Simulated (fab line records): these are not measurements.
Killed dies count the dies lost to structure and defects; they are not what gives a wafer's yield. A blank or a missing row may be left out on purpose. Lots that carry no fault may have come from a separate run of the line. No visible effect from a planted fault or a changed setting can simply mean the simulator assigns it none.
Split-lot trial ; flow rit-cmos ; 23 wafers read from 5 lots, route of 202 steps

ABOUT THE SPLIT
At RIT_NLDD_IMPLANT_08, the setting dose-cm2 was moved away from the recipe's 5e+14 on 10 of the 23 wafers read, by -2.6% to +6.4%. This setting was run at the recipe's value on the other wafers.

SPLIT TO READING: what lies between them in the file, 1 step
- RIT_NLDD_STRIP_09: strips in O2, time 180 s

THE READING
NLDD_TW, at RIT_NLDD_TW_MEAS_10. A value of 2480 with a standard deviation of 17 is what fault-free wafers of this fab line usually give.

wafer;tool, chamber at the split;dose-cm2 as run;against the recipe;NLDD_TW;against lot-mates on the recipe
L074.1;implanter-01, 0;5.152e+14;+3.0%;2507;+21
L074.2;implanter-01, 0;5e+14;recipe;2478;-
L074.4;implanter-01, 0;5.152e+14;+3.0%;2496;+10
L074.5;implanter-01, 0;5e+14;recipe;2496;-
L074.6;implanter-01, 0;5e+14;recipe;2485;-
L076.2;implanter-02, 0;5e+14;recipe;2455;-
L076.3;implanter-02, 0;5e+14;recipe;2460;-
L076.5;implanter-02, 0;5e+14;recipe;2465;-
L078.1;implanter-02, 0;5e+14;recipe;2488;-
L078.2;implanter-02, 0;5e+14;recipe;2493;-
L078.3;implanter-02, 0;4.87e+14;-2.6%;2467;-24
L078.4;implanter-02, 0;4.87e+14;-2.6%;2471;-20
L078.6;implanter-02, 0;4.87e+14;-2.6%;2464;-26
L080.1;implanter-03, 0;5.32e+14;+6.4%;2512;+33
L080.3;implanter-03, 0;5e+14;recipe;2475;-
L080.4;implanter-03, 0;5.32e+14;+6.4%;2518;+39
L080.5;implanter-03, 0;5e+14;recipe;2488;-
L080.6;implanter-03, 0;5e+14;recipe;2475;-
L083.1;implanter-01, 0;5.264e+14;+5.3%;2515;+44
L083.3;implanter-01, 0;5e+14;recipe;2479;-
L083.4;implanter-01, 0;5.264e+14;+5.3%;2515;+44
L083.5;implanter-01, 0;5.264e+14;+5.3%;2503;+32
L083.6;implanter-01, 0;5e+14;recipe;2464;-

THE FIT
A straight line over all 23 wafers: NLDD_TW changes by +5.89 for each +1% of dose-cm2; r = +0.85; the points scatter about the line by 11.
The same after taking each lot's own level away (the mean of its wafers on the recipe; 23 wafers): +6.82 for each +1%; r = +0.95; scatter 6.6.
Per that fit: largest dose-cm2 move, reading shift of 44.
Measured against the standard deviation above, the lots' own levels, which go from 2460.0 to 2490.5, span 1.8 times it.
So the lot-to-lot level changes the slope: the two fits differ.
Check: with one of the wafers moved furthest among these (+6.4%) left out of the fit, the line predicts +44.6 for it against its lot-mates. Against them it came out at +32.7.

THE OTHER SPLITS THESE WAFERS WENT THROUGH
Before the reading, these wafers also passed through other splits. Each is held against what the fit with the lots' levels taken away leaves over:
other split on the same wafers;wafers away from the commonest value;r with NLDD_TW (lot level and that fit taken away)
RIT_ACTIVE_OXIDATION_01 temp-c;18;+0.05
RIT_FOX2_WET_ETCH_03 time-s;15;-0.15
RIT_PRETRO_COAT_01 spin-rpm;7;+0.25
RIT_GATE_CVD_08 time-s;15;+0.08
RIT_GATE_ETCH_19 rf-w;7;+0.03

FILE'S OWN FIT
NLDD_TW changes by +6.41 for each +1% of dose-cm2, r = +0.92.
